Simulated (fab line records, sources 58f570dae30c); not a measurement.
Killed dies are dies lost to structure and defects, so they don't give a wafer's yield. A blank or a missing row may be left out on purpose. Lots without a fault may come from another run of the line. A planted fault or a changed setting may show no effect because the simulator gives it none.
Split-lot experiment | flow berkeley_cmos170 | 5 lots, 27 wafers read, on a route of 331 steps

THE SPLIT
At UCB170_ACTIVE_DEVELOP_12 (develop time 45 s), the setting develop_time_s was moved away from the recipe's 45 s on 9 of the 27 wafers read, by -38.8% to +42.9%. The other wafers ran this setting at the recipe's value.

The file shows no step between the split and the reading.

THE READING
cd_nm, in nm, at UCB170_ACTIVE_CD_MEAS_13 (target cd 1200 nm). Fault-free wafers of this fab line usually give 1199.9 nm, standard deviation 1.3 nm.

wafer  | tool, chamber at the split | develop_time_s as run, s | against the recipe | cd_nm, nm | against lot-mates on the recipe
L074.1 | litho_track-01, 0          | 45                       | recipe             | 1199.2    | -
L074.2 | litho_track-01, 0          | 45                       | recipe             | 1199.2    | -
L074.3 | litho_track-01, 0          | 64.31                    | +42.9%             | 1197.3    | -2.0
L074.4 | litho_track-01, 0          | 64.31                    | +42.9%             | 1197.7    | -1.6
L074.5 | litho_track-01, 0          | 45                       | recipe             | 1199.6    | -
L074.6 | litho_track-01, 0          | 64.31                    | +42.9%             | 1196.4    | -2.9
L075.1 | litho_track-02, 0          | 45                       | recipe             | 1199.3    | -
L075.2 | litho_track-02, 0          | 45                       | recipe             | 1199.5    | -
L075.3 | litho_track-02, 0          | 45                       | recipe             | 1199.4    | -
L075.4 | litho_track-02, 0          | 45                       | recipe             | 1199.7    | -
L075.5 | litho_track-02, 0          | 45                       | recipe             | 1199.7    | -
L075.6 | litho_track-02, 0          | 45                       | recipe             | 1198.7    | -
L076.1 | litho_track-01, 0          | 27.55                    | -38.8%             | 1204.8    | +3.9
L076.2 | litho_track-01, 0          | 27.55                    | -38.8%             | 1203.3    | +2.4
L076.3 | litho_track-01, 0          | 45                       | recipe             | 1201.3    | -
L076.4 | litho_track-01, 0          | 45                       | recipe             | 1200.8    | -
L076.5 | litho_track-01, 0          | 45                       | recipe             | 1200.7    | -
L076.6 | litho_track-01, 0          | 27.55                    | -38.8%             | 1204.3    | +3.4
L078.1 | litho_track-02, 0          | 45                       | recipe             | 1202.3    | -
L078.2 | litho_track-02, 0          | 52.08                    | +15.7%             | 1201.2    | -0.6
L078.3 | litho_track-02, 0          | 52.08                    | +15.7%             | 1201.8    | +0.0
L078.4 | litho_track-02, 0          | 45                       | recipe             | 1201.5    | -
L078.5 | litho_track-02, 0          | 52.08                    | +15.7%             | 1201.2    | -0.6
L078.6 | litho_track-02, 0          | 45                       | recipe             | 1201.7    | -
L085.1 | litho_track-02, 0          | 45                       | recipe             | 1197.0    | -
L085.3 | litho_track-02, 0          | 45                       | recipe             | 1196.9    | -
L085.4 | litho_track-02, 0          | 45                       | recipe             | 1198.3    | -

THE FIT
A straight line over all 27 wafers: cd_nm changes by -0.0742 nm for each +1% of develop_time_s; r = -0.69; the points scatter about the line by 1.6 nm.
The same after taking each lot's own level away (the mean of its wafers on the recipe; 27 wafers): -0.0638 nm for each +1%; r = -0.93; scatter 0.54 nm.
On that fit, the largest move of develop_time_s shifts the reading by 2.7 nm.
The lots' own levels span 1197.40 to 1201.83 nm, that is 3.4 times the standard deviation above.
So the lot-to-lot level blurs the effect unless lot-mates are compared.
Check: with one of the wafers moved furthest among these (+42.9%) left out of the fit, the line predicts -2.66 nm for it against its lot-mates. It came out at -2.03 nm against them.

OTHER SPLITS ON THESE WAFERS
These wafers also went through other splits before the reading. Each is held against what the fit with the lots' levels taken away leaves over:
other split on the same wafers      | wafers away from the commonest value | r with cd_nm (lot level and that fit taken away)
UCB170_NWELL_OXIDATION_01 ox_time_s | 21                                   | +0.04

THE FILE'S OWN FIT
cd_nm changes by -0.0626 nm for each +1% of develop_time_s, r = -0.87.
